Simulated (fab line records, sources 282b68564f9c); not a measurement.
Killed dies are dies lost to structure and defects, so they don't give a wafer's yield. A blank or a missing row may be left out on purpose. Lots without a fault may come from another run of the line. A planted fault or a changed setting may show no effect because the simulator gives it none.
A struck lot beside a sound one | flow rit_cmos | 21 steps out of a route of 202
Sound: wafers L587.1, L587.3, L587.6. Struck: wafers L590.2, L590.3, L590.5. The cause comes at the end.
At each step with rows: each side's tool, then ch and its chambers, then its first start. Under that, the readings that differ: sound wafers | struck wafers | difference of the means | sigmas: that difference in standard deviations of wafers without a fault.
alike: readings whose means differ by less than 2 such deviations, and words and numbers that are the same on both sides. not compared: withheld readings, readings that some wafer has no value for, bounds like >300 that may hide the same value, and numbers for which the record gives no deviation and whose values overlap.
The two part at a step that has a row with sigmas, a row that says differs or no value, or rows on one side only. Numbers that don't overlap but have no deviation are shown without sigmas and don't part them. A reading that every wafer of one side lacks parts them only if that side has two wafers or more.

first, 3 steps without rows for these wafers: RIT_GATE_CLEAN_02 (cleans in dHF, time 30 s); RIT_GATE_CLEAN_03 (cleans in SC2, time 600 s); RIT_GATE_CLEAN_04 (cleans in dHF, time 60 s).
RIT_FOX2_THK_MEAS_91:
  sound on film_metro-04, day 2 07:30; struck on film_metro-02, day 2 23:55
  alike: FIELD_OXIDE_LEFT_2_THK
then, 2 steps without rows for these wafers: RIT_GATE_OXIDATION_05 (target thk 3 nm, ox time 270 s); RIT_GATE_ANNEAL_06 (time 600 s).
RIT_GATE_THK_MEAS_07:
  sound on film_metro-01, day 2 08:59; struck on film_metro-02, day 3 02:20
  alike: GATE_OXIDE_THK
then, 1 step without rows for these wafers: RIT_GATE_CVD_08 (deposits poly-Si from SiH4, target thk 250 nm, time 2220 s).
RIT_GATE_THK_MEAS_09:
  sound on film_metro-01, day 2 11:09; struck on film_metro-02, day 3 04:01
  reading            | sound             | struck            | difference | sigmas
  GATE_POLY_THK (nm) | 253.7 252.8 253.2 | 247.7 247.3 248.2 | -5.5       | -3
then, 2 steps without rows for these wafers: RIT_GATE_HMDS_10 (prime time 60 s); RIT_GATE_COAT_11 (resist thk 850 nm).
RIT_GATE_SOFTBAKE_12: time 61.23 s.
  sound on litho_track-04 ch 0, day 2 11:31; struck on litho_track-03 ch 0, day 3 04:23
  alike: plate_sensor_t_centre_C, plate_sensor_t_edge_C
RIT_GATE_EXPOSE_13: exposes mask M6, target cd 150 nm.
  sound on iline_stepper-02 ch 0, day 2 11:47; struck on iline_stepper-01 ch 0, day 3 04:32
  reading | sound          | struck                  | difference | sigmas
  mask    | M6#0 M6#0 M6#0 | M6_R1#0 M6_R1#0 M6_R1#0 | differs    |
then, 2 steps without rows for these wafers: RIT_GATE_PEB_14; RIT_GATE_DEVELOP_15 (develop time 50 s).
RIT_GATE_CD_MEAS_16: target cd 150 nm.
  sound on cd_sem-01, day 2 12:11; struck on cd_sem-02, day 3 04:56
  reading    | sound             | struck            | difference | sigmas
  cd_nm (nm) | 148.2 146.5 147.2 | 137.3 137.7 136.2 | -10.2      | -4
RIT_GATE_OVL_MEAS_17:
  sound on overlay-02, day 2 12:18; struck on overlay-02, day 3 05:02
  alike: GATE_OVL
then, 1 step without rows for these wafers: RIT_GATE_HARDBAKE_18 (time 60 s).
RIT_GATE_ETCH_19: etches poly-Si in SF6/CHF3/O2, stops on SiO2, time 165 s, target depth 312.5 nm.
  sound on rie_si-01 ch 1,2,3, day 2 12:37; struck on rie_si-02 ch 1,2,3, day 3 05:13
  reading               | sound             | struck          | difference | sigmas
  model.GATE.cd_nm (nm) | 148.1 146.4 147.2 | 137.5 137.4 136 | -10.3      |
  alike: SF6_flow_sccm, drypump_motor_current_A, oes_product_au, throttle_valve_pct
  not compared: rf_hours_counter_h
RIT_GATE_STRIP_20: strips in O2, time 180 s.
  sound on plasma_asher-01 ch 0,1, day 2 12:43; struck on plasma_asher-01 ch 0,1, day 3 05:20
  alike: drypump_motor_current_A, rf_refl_power_W
  not compared: rf_hours_counter_h
RIT_M1_PROBE_99:
  sound on prober-02, day 3 11:55; struck on prober-02, day 4 01:37
  reading                             | sound             | struck            | difference | sigmas
  model.etest.pmos_0p3.r_on_ohm_um    | 6210 6212 6280    | 6083 5973 6173    | -158       |
  model.etest.pmos_turned.r_on_ohm_um | 3380 3396 3376    | 3228 3162 3306    | -152       |
  model.etest.pmos_0p15.r_on_ohm_um   | 2684 2667 2701    | 2535 2502 2554    | -154       |
  model.etest.nmos_0p15.r_on_ohm_um   | 1075 1075 1092    | 1056 1027 1071    | -29        |
  model.etest.nmos_0p15.drive_ua_um   | 493.6 490.1 488.9 | 514.2 529.5 519.4 | +30.2      |
  model.etest.pmos_0p15.drive_ua_um   | 263.8 263.4 262.4 | 283.1 287.8 282.6 | +21.3      |
  model.etest.npoly_line.line_ohm_um  | 168.7 173.2 170.3 | 191 189.7 194.8   | +21        |
  alike: killed_at_contacts, killed_at_front_end, killed_dies, killed_open, killed_short
  not compared: model.etest.nmos_0p3.r_on_ohm_um

WHERE THEY PART
First at RIT_GATE_THK_MEAS_09; last, within this record, at RIT_GATE_CD_MEAS_16. Later steps at which nothing parts them and some readings are alike: RIT_GATE_OVL_MEAS_17, RIT_GATE_ETCH_19, RIT_GATE_STRIP_20, RIT_M1_PROBE_99.

WHY: what the simulator had put in
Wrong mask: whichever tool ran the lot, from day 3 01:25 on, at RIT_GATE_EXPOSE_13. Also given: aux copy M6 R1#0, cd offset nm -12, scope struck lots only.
